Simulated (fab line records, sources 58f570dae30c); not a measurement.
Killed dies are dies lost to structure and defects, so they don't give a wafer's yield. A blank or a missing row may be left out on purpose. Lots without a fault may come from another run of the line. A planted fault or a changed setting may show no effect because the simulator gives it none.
Split-lot experiment | flow berkeley_cmos170 | 5 lots, 23 wafers read, on a route of 331 steps

THE SPLIT
At UCB170_SILICIDE_SPUTTER_01 (material Ti, target thk 30 nm, time 25 s), the setting time_s was moved away from the recipe's 25 s on 6 of the 23 wafers read, by -4.6% to +14.1%. The other wafers ran this setting at the recipe's value.

FROM THE SPLIT TO THE READING: what the file shows between them, 1 step
- UCB170_SILICIDE_RS_MEAS_02: measures by four-point-probe

THE READING
SILICIDE_TI_THK, in nm, at UCB170_SILICIDE_THK_MEAS_03 (measures by xrf). Fault-free wafers of this fab line usually give 30.26 nm, standard deviation 0.28 nm.

wafer  | tool, chamber at the split | time_s as run, s | against the recipe | SILICIDE_TI_THK, nm | against lot-mates on the recipe
L074.1 | pvd_sputter-02, -          | 28.53            | +14.1%             | 35.02               | +4.42
L074.2 | pvd_sputter-02, -          | 25               | recipe             | 30.84               | -
L074.3 | pvd_sputter-02, -          | 28.53            | +14.1%             | 34.49               | +3.89
L074.5 | pvd_sputter-02, -          | 25               | recipe             | 30.37               | -
L074.6 | pvd_sputter-02, -          | 28.53            | +14.1%             | 34.78               | +4.18
L077.1 | pvd_sputter-01, -          | 25               | recipe             | 30.32               | -
L077.2 | pvd_sputter-01, -          | 25               | recipe             | 30.04               | -
L077.3 | pvd_sputter-01, -          | 25               | recipe             | 30.12               | -
L077.4 | pvd_sputter-01, -          | 25               | recipe             | 30.36               | -
L077.5 | pvd_sputter-01, -          | 25               | recipe             | 30.75               | -
L078.1 | pvd_sputter-03, -          | 25               | recipe             | 29.77               | -
L078.2 | pvd_sputter-03, -          | 25               | recipe             | 30.22               | -
L078.4 | pvd_sputter-03, -          | 25               | recipe             | 29.68               | -
L078.5 | pvd_sputter-03, -          | 25               | recipe             | 29.78               | -
L078.6 | pvd_sputter-03, -          | 25               | recipe             | 30.03               | -
L080.2 | pvd_sputter-03, -          | 23.86            | -4.6%              | 28.29               | -1.97
L080.3 | pvd_sputter-03, -          | 25               | recipe             | 30.30               | -
L080.4 | pvd_sputter-03, -          | 23.86            | -4.6%              | 28.65               | -1.61
L080.5 | pvd_sputter-03, -          | 25               | recipe             | 30.22               | -
L080.6 | pvd_sputter-03, -          | 23.86            | -4.6%              | 28.73               | -1.53
L084.2 | pvd_sputter-03, -          | 25               | recipe             | 30.00               | -
L084.4 | pvd_sputter-03, -          | 25               | recipe             | 30.26               | -
L084.5 | pvd_sputter-03, -          | 25               | recipe             | 30.31               | -

THE FIT
A straight line over all 23 wafers: SILICIDE_TI_THK changes by +0.328 nm for each +1% of time_s; r = +0.99; the points scatter about the line by 0.3 nm.
The same after taking each lot's own level away (the mean of its wafers on the recipe; 23 wafers): +0.305 nm for each +1%; r = +0.99; scatter 0.24 nm.
On that fit, the largest move of time_s shifts the reading by 4.3 nm.
The lots' own levels span 29.896 to 30.605 nm, that is 2.5 times the standard deviation above.
So the lot-to-lot level changes the slope little: the two slopes agree.
Check: with one of the wafers moved furthest among these (+14.1%) left out of the fit, the line predicts +4.16 nm for it against its lot-mates. It came out at +4.42 nm against them.

OTHER SPLITS ON THESE WAFERS
These wafers also went through other splits before the reading. Each is held against what the fit with the lots' levels taken away leaves over:
other split on the same wafers | wafers away from the commonest value | r with SILICIDE_TI_THK (lot level and that fit taken away)
UCB170_SPACER_CVD_00 time_s    | 10                                   | -0.23
UCB170_NSD_PEB_04 peb_temp_c   | 6                                    | +0.24

THE WHOLE CHAIN: every reading that the file lists as answering this split, in the file's order
step                        | what it does                             | reading                                                                           | change (the file's fit)               | r (the file's)
UCB170_SILICIDE_SPUTTER_01  | material Ti, target thk 30 nm, time 25 s | Ti_of_SILICIDE_SPUTTER_01.thk_nm (the simulator's own value, which no gauge read) | +0.303 nm for each +1% of the setting | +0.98
UCB170_SILICIDE_RS_MEAS_02  | measures by four-point-probe             | SILICIDE_TI_RS                                                                    | -0.274 for each +1% of the setting    | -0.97
UCB170_SILICIDE_THK_MEAS_03 | measures by xrf                          | SILICIDE_TI_THK                                                                   | +0.302 for each +1% of the setting    | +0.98

THE FILE'S OWN FIT
SILICIDE_TI_THK changes by +0.302 nm for each +1% of time_s, r = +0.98.
